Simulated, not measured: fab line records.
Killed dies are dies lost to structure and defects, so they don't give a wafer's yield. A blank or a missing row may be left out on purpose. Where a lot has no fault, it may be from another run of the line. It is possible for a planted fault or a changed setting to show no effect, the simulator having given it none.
8D (eight disciplines) problem report, filled in by code	flow ritCmos	the parts of the form that need people (team, actions taken, sign-off) are left out

1. PROBLEM STATEMENT
GATE_OXIDE_THK at RIT_GATE_THK_MEAS_07 reads a mean of 4.06 nm on 6 wafers of 2 lots; wafers without a fault read 3.04 nm with a standard deviation of 0.07. That is +15 standard deviations from the usual mean.
First observed at day 3 17:52: wafer L746.1, on filmMetro-04. The record holds 42 wafers of 14 lots with a number at this step. Rule for "out", or "out of limits": more than 4 standard deviations from the usual mean. Any other wafer with a number is counted as sound.

2. WHAT IT IS, AND WHAT IT ISN'T
question	is	is not
which readings at this step	GATE_OXIDE_THK	-
which lots	L746, L750	L741, L742, L749, L752, L753, L754, L755, L758, L760, L761, L762, L763
which wafers of those lots	all that have a number	-
read on which gauges	filmMetro-01, filmMetro-04	filmMetro-02
when	from day 3 17:52	up to then (6 sound wafers); but 30 sound wafers of L749, L752, L753, L754, L755, L758, L760, L761, L762, L763 came after

3. WHAT RULES OUT EACH SUSPECT
Counting: a tool at a process step up to the reading stays a suspect if it ran every lot that is out and no sound lot after the first of them.
- ruled out: the gauge at RIT_GATE_THK_MEAS_07. The wafers that are out were read on 2 gauges (filmMetro-01, filmMetro-04).
- furnace-04 at RIT_GATE_OXIDATION_05 (target thk 3 nm, ox time 270 s): ruled out as a lasting fault. After its first lot that is out, L746 (day 3 16:33), sound lots L763 ran on it.
Left after counting: nothing in the record.

4. THE CAUSE (what the simulator had put in)
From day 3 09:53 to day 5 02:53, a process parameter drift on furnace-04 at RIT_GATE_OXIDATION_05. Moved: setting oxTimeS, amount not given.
Counting ruled it out, wrongly: the rule takes a fault to strike every lot that its tool runs from its start on, and this one did not.

5. SEQUENCE OF EFFECTS, ordered by route
One row per reading whose mean, taken over the struck wafers that have a number, lies over 3 standard deviations from the usual. Scope: only readings with a usual standard deviation given in the record; hours: median across lots of the time from each lot's start at the first step in this table that gives one to its start at this step; sigmas: change in usual standard deviations.
hours	step	reading	usual	on struck wafers	change	sigmas
0	RIT_GATE_THK_MEAS_07	GATE_OXIDE_THK	3.04 nm	4.06	+1.02	+15

6. WHAT WOULD HAVE CAUGHT IT SOONER
In this record the first reading out of limits at a measuring or inspecting step was taken at day 3 17:52, 8 hours after the fault began at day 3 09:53.
An alarm limit of 4 standard deviations would not have fired on the tool readings at RIT_GATE_OXIDATION_05 for which the record gives a usual standard deviation, since none of them was out on any struck wafer.
